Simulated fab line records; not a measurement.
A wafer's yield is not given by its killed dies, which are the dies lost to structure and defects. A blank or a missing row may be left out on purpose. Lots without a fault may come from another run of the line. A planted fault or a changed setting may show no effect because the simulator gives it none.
Shared-tool check / flow rit-cmos / 42 wafers sampled across 14 lots

== REASON FOR OPENING ==
RIT_SDANNEAL_RS_MEAS_04, reading PSD_RS: flagged on 2 of 14 lots. No-fault wafers: 115.96 ohm/sq, standard deviation 0.28.
Rule: flag the lot when none of its wafers has a number, or when each of its wafers that has one lies beyond 4 standard deviations from that mean. All remaining lots are regarded as sound.

lot=L251; measured=day 3 07:02; on=film-metro-03; PSD_RS (ohm/sq), wafer by wafer=115.61 115.66 115.62; flag=
lot=L253; measured=day 3 12:26; on=film-metro-04; PSD_RS (ohm/sq), wafer by wafer=115.83 116.10 115.72; flag=
lot=L254; measured=day 3 18:41; on=film-metro-03; PSD_RS (ohm/sq), wafer by wafer=116.06 116.05 115.78; flag=
lot=L255; measured=day 3 22:19; on=film-metro-04; PSD_RS (ohm/sq), wafer by wafer=116.06 116.34 115.78; flag=
lot=L257; measured=day 4 07:52; on=film-metro-01; PSD_RS (ohm/sq), wafer by wafer=116.02 116.13 115.92; flag=
lot=L258; measured=day 4 12:13; on=film-metro-01; PSD_RS (ohm/sq), wafer by wafer=116.51 116.43 116.58; flag=
lot=L259; measured=day 4 17:59; on=film-metro-03; PSD_RS (ohm/sq), wafer by wafer=115.50 116.07 115.92; flag=
lot=L260; measured=day 5 00:34; on=film-metro-04; PSD_RS (ohm/sq), wafer by wafer=115.35 115.96 115.61; flag=
lot=L262; measured=day 5 08:18; on=film-metro-03; PSD_RS (ohm/sq), wafer by wafer=116.39 116.22 116.26; flag=
lot=L264; measured=day 5 18:56; on=film-metro-04; PSD_RS (ohm/sq), wafer by wafer=110.13 110.15 109.93; flag=FLAGGED
lot=L265; measured=day 6 01:34; on=film-metro-01; PSD_RS (ohm/sq), wafer by wafer=115.87 115.92 116.23; flag=
lot=L268; measured=day 6 16:50; on=film-metro-03; PSD_RS (ohm/sq), wafer by wafer=110.38 110.52 110.17; flag=FLAGGED
lot=L270; measured=day 7 02:02; on=film-metro-01; PSD_RS (ohm/sq), wafer by wafer=115.91 115.74 115.93; flag=
lot=L272; measured=day 7 09:55; on=film-metro-01; PSD_RS (ohm/sq), wafer by wafer=115.78 116.13 116.17; flag=
Average over the flagged lots: 110.21 ohm/sq; offset from the usual -5.75 ohm/sq, equal to -21 standard deviations.

== LOT BY LOT: THE TOOL USED ==
The record holds 1 process step before the reading, out of a route of 202 steps. Each cell gives the tool, then ch followed by the chambers the sampled wafers passed through, then the start.
lot=L251; flag=; RIT_PSD_IMPLANT_08=implanter-04 ch 0, day 3 06:12
lot=L253; flag=; RIT_PSD_IMPLANT_08=implanter-04 ch 0, day 3 11:29
lot=L254; flag=; RIT_PSD_IMPLANT_08=implanter-01 ch 0, day 3 17:53
lot=L255; flag=; RIT_PSD_IMPLANT_08=implanter-04 ch 0, day 3 21:31
lot=L257; flag=; RIT_PSD_IMPLANT_08=implanter-04 ch 0, day 4 07:02
lot=L258; flag=; RIT_PSD_IMPLANT_08=implanter-04 ch 0, day 4 11:25
lot=L259; flag=; RIT_PSD_IMPLANT_08=implanter-02 ch 0, day 4 17:11
lot=L260; flag=; RIT_PSD_IMPLANT_08=implanter-01 ch 0, day 4 23:45
lot=L262; flag=; RIT_PSD_IMPLANT_08=implanter-02 ch 0, day 5 07:28
lot=L264; flag=FLAGGED; RIT_PSD_IMPLANT_08=implanter-02 ch 0, day 5 18:06
lot=L265; flag=; RIT_PSD_IMPLANT_08=implanter-01 ch 0, day 6 00:44
lot=L268; flag=FLAGGED; RIT_PSD_IMPLANT_08=implanter-02 ch 0, day 6 15:57
lot=L270; flag=; RIT_PSD_IMPLANT_08=implanter-01 ch 0, day 7 01:02
lot=L272; flag=; RIT_PSD_IMPLANT_08=implanter-01 ch 0, day 7 09:07
What is done by these steps:
- RIT_PSD_IMPLANT_08
- RIT_SDANNEAL_RS_MEAS_04: measures by four-point-probe.

== FLAGGED OVER TOTAL, TOOL BY TOOL (the gauges that took the reading come last) ==
step=RIT_PSD_IMPLANT_08; tool=implanter-01; lots run=5; flagged=0; share of the flagged lots=none; sound lots run after its first flagged lot=-
step=RIT_PSD_IMPLANT_08; tool=implanter-02; lots run=4; flagged=2; share of the flagged lots=all; sound lots run after its first flagged lot=0
step=RIT_PSD_IMPLANT_08; tool=implanter-04; lots run=5; flagged=0; share of the flagged lots=none; sound lots run after its first flagged lot=-
step=RIT_SDANNEAL_RS_MEAS_04; tool=film-metro-01; lots run=5; flagged=0; share of the flagged lots=none; sound lots run after its first flagged lot=-
step=RIT_SDANNEAL_RS_MEAS_04; tool=film-metro-03; lots run=5; flagged=1; share of the flagged lots=some; sound lots run after its first flagged lot=0
step=RIT_SDANNEAL_RS_MEAS_04; tool=film-metro-04; lots run=4; flagged=1; share of the flagged lots=some; sound lots run after its first flagged lot=0

== WHAT IS ALLOWED BY THE TABLE ==
1 row of the table ran every flagged lot: implanter-02 at RIT_PSD_IMPLANT_08.
- implanter-02 at RIT_PSD_IMPLANT_08: 2 of its 4 lots flagged. A fault beginning between L262 (day 5 07:28), its last sound lot, and L264 (day 5 18:06), its first flagged one, fits the data. Its own readings lie more than 4 standard deviations out on every wafer of the flagged lots: beam-on-s, dose-ions-cm2.
Left over: one tool, implanter-02 at RIT_PSD_IMPLANT_08.

== WHAT THE SIMULATOR PUT IN ==
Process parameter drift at RIT_PSD_IMPLANT_08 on implanter-02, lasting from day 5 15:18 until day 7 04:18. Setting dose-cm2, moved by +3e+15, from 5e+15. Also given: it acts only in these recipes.
Struck lots among those shown: L264, L268. This agrees with what the rule above found.
